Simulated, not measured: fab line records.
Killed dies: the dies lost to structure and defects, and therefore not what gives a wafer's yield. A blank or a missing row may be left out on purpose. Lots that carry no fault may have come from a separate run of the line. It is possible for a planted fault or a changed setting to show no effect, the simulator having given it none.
A struck lot beside a sound one -- flow ritCmos -- 17 steps out of a route of 202
Sound: wafers L603.1, L603.3, L603.6. Struck: wafers L610.1, L610.5, L610.6. At the end, the cause is stated.
Per side, at each step with rows, come the tool, then ch with its chambers, and then its first start. Under that, the readings that differ: sound wafers -- struck wafers -- difference of the means -- sigmas: that difference in standard deviations of wafers without a fault.
alike: words and numbers the same on both sides, and readings whose means are apart by under 2 such deviations; not compared: readings that were withheld, readings missing a value for some wafer, numbers with overlapping values and no deviation given by the record, and bounds like >300 which may hide the same value.
A row with sigmas, a row that says differs or no value, or rows on one side alone: a step with any of these is where the two part. Numbers that have no deviation but don't overlap get no sigmas and don't part them. A reading that every wafer of one side lacks parts them only if that side has two wafers or more.

RIT_CONTACT_STRIP_12: strips in O2, time 180 s.
  sound on plasmaAsher-01 ch 0,1, day 4 07:07; struck on plasmaAsher-03 ch 0,1, day 5 18:48
  alike: drypumpMotorCurrentA
  not compared: rfHoursCounterH
RIT_CONTACT_CD_MEAS_90: target cd 1000 nm.
  sound on cdSem-01 at day 4 07:17; struck on cdSem-02 at day 5 18:58
reading,sound,struck,difference,sigmas
cdNm (nm),997.6 998.0 998.8,1001.2 1002.0 1004.5,+4.4,+2
then, 2 steps without rows for these wafers: RIT_CONTACT_CLEAN_13 (cleans in SC1, time 600 s); RIT_CONTACT_CLEAN_14 (cleans in SC2, time 600 s).
RIT_M1_SPUTTER_00: material Al, target thk 400 nm, time 500 s.
  sound on pvdSputter-02 at day 4 07:47; struck on pvdSputter-03 at day 5 19:28
  alike: throttleValvePct
RIT_M1_RS_MEAS_01: measurement is done with a four-point probe.
  sound on filmMetro-02 at day 4 08:04; struck on filmMetro-04 at day 5 19:45
  alike: M1_AL_RS
RIT_M1_THK_MEAS_02: measures by xrf.
  sound on filmMetro-02 at day 4 08:11; struck on filmMetro-04 at day 5 19:52
  alike: M1_AL_THK
then, 5 steps without rows for these wafers: RIT_M1_HMDS_03 (prime time 60 s); RIT_M1_COAT_04 (resist thk 1300 nm); RIT_M1_SOFTBAKE_05 (time 60 s); RIT_M1_EXPOSE_06 (exposes mask M12, target cd 2600 nm); RIT_M1_PEB_07.
RIT_M1_DEVELOP_08: develop time 68 s.
  sound on lithoTrack-03 ch 0, day 4 09:00; struck on lithoTrack-03 ch 0, day 5 20:00
RIT_M1_CD_MEAS_09: target cd 2600 nm.
  sound on cdSem-02 at day 4 09:16; struck on cdSem-01 at day 5 20:56
reading,sound,struck,difference,sigmas
cdNm (nm),2598.5 2599.5 2600.1,- - -,no value on the struck wafers,
RIT_M1_OVL_MEAS_10:
  sound on overlay-02 at day 4 09:23; struck on overlay-01 at day 5 21:04
reading,sound,struck,difference,sigmas
M1_OVL (nm),3.1 2.3 2.5,- - -,no value on the struck wafers,
then, 1 step without rows for these wafers: RIT_M1_HARDBAKE_11 (time 120 s).
RIT_M1_PROBE_99:
  sound on prober-02 at day 4 12:01; struck on prober-01 at day 6 00:18
reading,sound,struck,difference,sigmas
defectLimitedYield (%),95.8 96.6 98.1,0 0 0,-97,-88
killed_at_M0_to_M3,0 0 0,259 258 257,+258,
killedDies,11 9 5,264 264 264,+256,+85
killedOnRim,3 0 3,70 70 70,+68,+49
sort_bin_5_function (%),2.7 1.5 1.5,99.2 98.1 98.5,+96.7,+99 or more
sortNPass,253.0 255.0 259.0,0 0 0,-256,-85
sortYieldPct (%),95.8 96.6 98.1,0 0 0,-97,-88
  alike: killedAtContacts, killedAtFrontEnd, killedOpen, killedShort, sort_bin_3_pad_short, sort_bin_6_memory

## WHERE THEY PART
First at RIT_CONTACT_CD_MEAS_90; last, within this record, at RIT_M1_PROBE_99.

WHY: the cause the simulator had injected
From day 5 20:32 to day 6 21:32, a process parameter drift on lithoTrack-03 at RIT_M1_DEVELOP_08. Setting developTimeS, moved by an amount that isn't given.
